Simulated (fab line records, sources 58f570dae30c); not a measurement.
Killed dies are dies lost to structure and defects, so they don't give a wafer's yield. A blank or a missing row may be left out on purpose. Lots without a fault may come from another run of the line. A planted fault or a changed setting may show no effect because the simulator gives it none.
Which tool did it? | flow berkeley_cmos170 | 13 lots, 39 wafers sampled, at 6 steps of a route of 331

WHAT THE GAUGES READ, wafer by wafer
UCB170_PWELL_OVL_MEAS_13. Usual: PWELL_OVL 5 nm, standard deviation 5.4.
lot  | measured    | on         | PWELL_OVL (nm) | flag
L699 | day 3 07:06 | overlay-02 | 12 15 14       |
L698 | day 3 13:04 | overlay-02 | 7 6 7          |
L702 | day 4 00:59 | overlay-02 | 10 3 6         |
L701 | day 4 00:26 | overlay-01 | - - -          | OFF
L711 | day 6 01:03 | overlay-01 | 1 3 -1         |
L713 | day 6 09:54 | overlay-02 | 1 5 2          |
L712 | day 6 10:09 | overlay-01 | 12 10 12       |
L714 | day 6 19:35 | overlay-01 | 8 13 10        |
L716 | day 7 04:43 | overlay-01 | -2 2 1         |
L715 | day 7 04:49 | overlay-01 | 3 -6 4         |
L717 | day 7 11:07 | overlay-01 | 2 7 0          |
L718 | day 7 11:00 | overlay-02 | 7 5 5          |
L721 | day 8 04:47 | overlay-01 | 6 17 5         |

UCB170_PWELL_TW_MEAS_17. Usual: PWELL_TW 379.0, standard deviation 1.7.
lot  | measured    | on            | PWELL_TW                      | flag
L699 | day 3 07:29 | film_metro-03 | 378.3 377.5 377.6             |
L698 | day 3 13:27 | film_metro-04 | 377.6 378.0 376.8             |
L702 | day 4 01:23 | film_metro-04 | 384.6 380.3 379.6             |
L701 | day 4 00:50 | film_metro-01 | 29.9 30.0 30.0 30.0 29.9 30.1 | OFF
L711 | day 6 01:26 | film_metro-04 | 377.9 376.9 379.1             |
L713 | day 6 10:17 | film_metro-04 | 379.7 379.5 379.9             |
L712 | day 6 10:33 | film_metro-03 | 376.7 379.1 377.9             |
L714 | day 6 19:59 | film_metro-04 | 378.3 379.3 378.1             |
L716 | day 7 05:07 | film_metro-01 | 377.0 379.2 378.9             |
L715 | day 7 05:12 | film_metro-04 | 382.3 381.2 380.9             |
L717 | day 7 11:31 | film_metro-01 | 378.2 378.4 378.4             |
L718 | day 7 11:23 | film_metro-03 | 378.5 379.9 378.7             |
L721 | day 8 05:10 | film_metro-04 | 379.3 379.0 379.8             |

UCB170_GATE_THK_MEAS_02. Usual: GATE_OXIDE_THK 6.59 nm, standard deviation 0.12.
lot  | measured     | on            | GATE_OXIDE_THK (nm) | flag
L699 | day 6 11:10  | film_metro-03 | 6.45 6.47 6.41      |
L698 | day 7 04:49  | film_metro-02 | 6.54 6.49 6.36      |
L702 | day 7 04:44  | film_metro-03 | 6.57 6.74 6.67      |
L711 | day 9 14:53  | film_metro-03 | 6.51 6.49 6.53      |
L713 | day 9 14:53  | film_metro-04 | 6.85 6.68 6.82      |
L712 | day 9 14:54  | film_metro-02 | 6.82 6.77 6.74      |
L714 | day 10 06:31 | film_metro-04 | 6.66 6.81 6.51      |
L716 | day 10 16:23 | film_metro-04 | 6.48 6.46 6.45      |
L715 | day 10 16:22 | film_metro-03 | 6.61 6.65 6.78      |
L717 | day 10 23:46 | film_metro-03 | 6.66 6.68 6.62      |
L718 | day 10 23:46 | film_metro-04 | 6.66 6.57 6.52      |
L721 | day 11 13:06 | film_metro-02 | 6.49 6.61 6.42      |

UCB170_M3_BOW_MEAS_20. Usual: M3_BOW 37 um, standard deviation 6.3.
lot  | measured     | on            | M3_BOW (um) | flag
L699 | day 8 11:53  | film_metro-03 | 45 39 41    |
L698 | day 9 07:37  | film_metro-01 | 40 37 36    |
L702 | day 9 06:37  | film_metro-02 | 33 40 36    |
L711 | day 11 13:45 | film_metro-02 | 34 34 36    |
L713 | day 11 16:14 | film_metro-03 | 44 35 39    |
L712 | day 11 16:02 | film_metro-02 | 36 28 40    |
L714 | day 12 05:39 | film_metro-02 | 30 42 36    |
L716 | day 12 18:58 | film_metro-01 | 45 33 40    |
L715 | day 12 16:38 | film_metro-02 | 34 35 36    |
L717 | day 12 21:54 | film_metro-01 | 38 23 28    |
L718 | day 13 00:10 | film_metro-03 | 50 33 35    |
L721 | day 13 11:38 | film_metro-02 | 38 39 39    |

WHICH TOOL RAN EACH LOT (tool, then ch and the chambers of the sampled wafers, then the start)
lot  | UCB170_NWELL_ETCH_13              | UCB170_PWELL_EXPOSE_10
L699 | rie_diel-01 ch 0,1, day 2 14:41   | krf_scanner-01 ch 0, day 3 06:43
L698 | rie_diel-02 ch 1,2,3, day 2 15:14 | krf_scanner-01 ch 0, day 3 12:23
L702 | rie_diel-04 ch 0,1,2, day 3 04:13 | krf_scanner-01 ch 0, day 3 23:59
L701 | rie_diel-01 ch 0,1,3, day 3 04:20 | krf_scanner-02 ch 0, day 3 23:10
L711 | rie_diel-04 ch 0,2,3, day 5 05:09 | krf_scanner-02 ch 0, day 6 00:40
L713 | rie_diel-01 ch 0,2, day 5 10:37   | krf_scanner-01 ch 0, day 6 09:31
L712 | rie_diel-02 ch 1,2,3, day 5 11:16 | krf_scanner-02 ch 0, day 6 09:47
L714 | rie_diel-04 ch 1,2,3, day 5 19:39 | krf_scanner-01 ch 0, day 6 19:14
L716 | rie_diel-02 ch 1,2, day 6 03:13   | krf_scanner-01 ch 0, day 7 04:10
L715 | rie_diel-04 ch 0,1,3, day 6 03:28 | krf_scanner-02 ch 0, day 7 04:22
L717 | rie_diel-02 ch 0,1,2, day 6 14:19 | krf_scanner-02 ch 0, day 7 10:44
L718 | rie_diel-01 ch 0,1, day 6 14:36   | krf_scanner-02 ch 0, day 7 10:37
L721 | rie_diel-01 ch 0,2,3, day 7 10:00 | krf_scanner-02 ch 0, day 8 03:45
- UCB170_NWELL_ETCH_13: etches Si3N4 in CH3F/Ar/O2, stops on SiO2, target depth 246.4 nm, time 154 s.
- UCB170_PWELL_EXPOSE_10: exposes mask PWELL, target cd 3000 nm.

WHAT THE TOOLS THEMSELVES READ (means of the sampled wafers that have a number; where no wafer has one, the mark that the record gives instead)
UCB170_NWELL_ETCH_13. Usual: CH3F_flow_sccm 20.00 sccm, standard deviation 0.06; O2_flow_sccm 7.002 sccm, standard deviation 0.021; drypump_motor_current_A 5.7 A, standard deviation 0.69; mfc_ar_sccm 49.99 sccm, standard deviation 0.17; oes_product_au 0.946 a.u., standard deviation 0.015; rf_fwd_power_W 448.3 W, standard deviation 1.5; throttle_valve_pct 7.99 %, standard deviation 0.14.
lot  | tool        | CH3F_flow_sccm (sccm) | O2_flow_sccm (sccm) | drypump_motor_current_A (A) | mfc_ar_sccm (sccm) | oes_product_au (a.u.) | rf_fwd_power_W (W) | throttle_valve_pct (%) | flag
L699 | rie_diel-01 | 20.01                 | 7.014               | 5.3                         | 49.91              | 0.945                 | 447.4              | 8.04                   |
L698 | rie_diel-02 | 20.05                 | 7.017               | 5.6                         | 49.93              | 0.947                 | 447.0              | 7.99                   |
L702 | rie_diel-04 | 19.99                 | 7.014               | 6.1                         | 50.00              | 0.927                 | 449.9              | 8.01                   |
L701 | rie_diel-01 | 20.00                 | 7.022               | 5.3                         | 50.02              | 0.957                 | 446.9              | 8.06                   |
L711 | rie_diel-04 | 19.95                 | 7.013               | 6.0                         | 50.01              | 0.952                 | 449.8              | 7.95                   |
L713 | rie_diel-01 | 20.03                 | 6.989               | 6.1                         | 50.18              | 0.959                 | 447.8              | 7.84                   |
L712 | rie_diel-02 | 20.00                 | 6.976               | 5.6                         | 49.90              | 0.930                 | 447.4              | 8.00                   |
L714 | rie_diel-04 | 20.06                 | 7.002               | 5.7                         | 50.00              | 0.951                 | 447.3              | 8.02                   |
L716 | rie_diel-02 | 20.02                 | 6.991               | 5.8                         | 50.12              | 0.935                 | 448.3              | 8.00                   |
L715 | rie_diel-04 | 19.96                 | 7.016               | 5.6                         | 49.90              | 0.931                 | 449.3              | 8.03                   |
L717 | rie_diel-02 | 20.01                 | 7.019               | 5.8                         | 49.97              | 0.947                 | 449.2              | 7.99                   |
L718 | rie_diel-01 | 19.94                 | 7.008               | 5.3                         | 49.84              | 0.931                 | 448.3              | 8.03                   |
L721 | rie_diel-01 | 19.99                 | 7.009               | 5.6                         | 49.96              | 0.941                 | 447.2              | 7.97                   |

THE ANSWER, worked out from the rows above alone
Rule: a lot is off if the mean of its wafers that have a number lies more than 3 standard deviations from the usual mean. A lot without any number at a reading at which 4 lots or more have one is off too. The other lots that the step has rows for count as sound. The gauges are gone through in route order, then the tools' own readings, and for those a lot's mean is taken as printed above. The first step at which some lot is off is used, and at that step the reading that is off furthest; a lot without a number counts as furthest.
Off: L701, at UCB170_PWELL_OVL_MEAS_13 (PWELL_OVL). Without a number there: L701.
A tool fits if, at a process step before that reading, it ran every lot that is off, and no sound lot after the first of them. The gauges at UCB170_PWELL_OVL_MEAS_13 aren't tried: what is off there is off at UCB170_PWELL_TW_MEAS_17 too, on other tools, and a gauge's error can't cause that. None of those tried fits.

WHAT THE SIMULATOR HAD PUT IN
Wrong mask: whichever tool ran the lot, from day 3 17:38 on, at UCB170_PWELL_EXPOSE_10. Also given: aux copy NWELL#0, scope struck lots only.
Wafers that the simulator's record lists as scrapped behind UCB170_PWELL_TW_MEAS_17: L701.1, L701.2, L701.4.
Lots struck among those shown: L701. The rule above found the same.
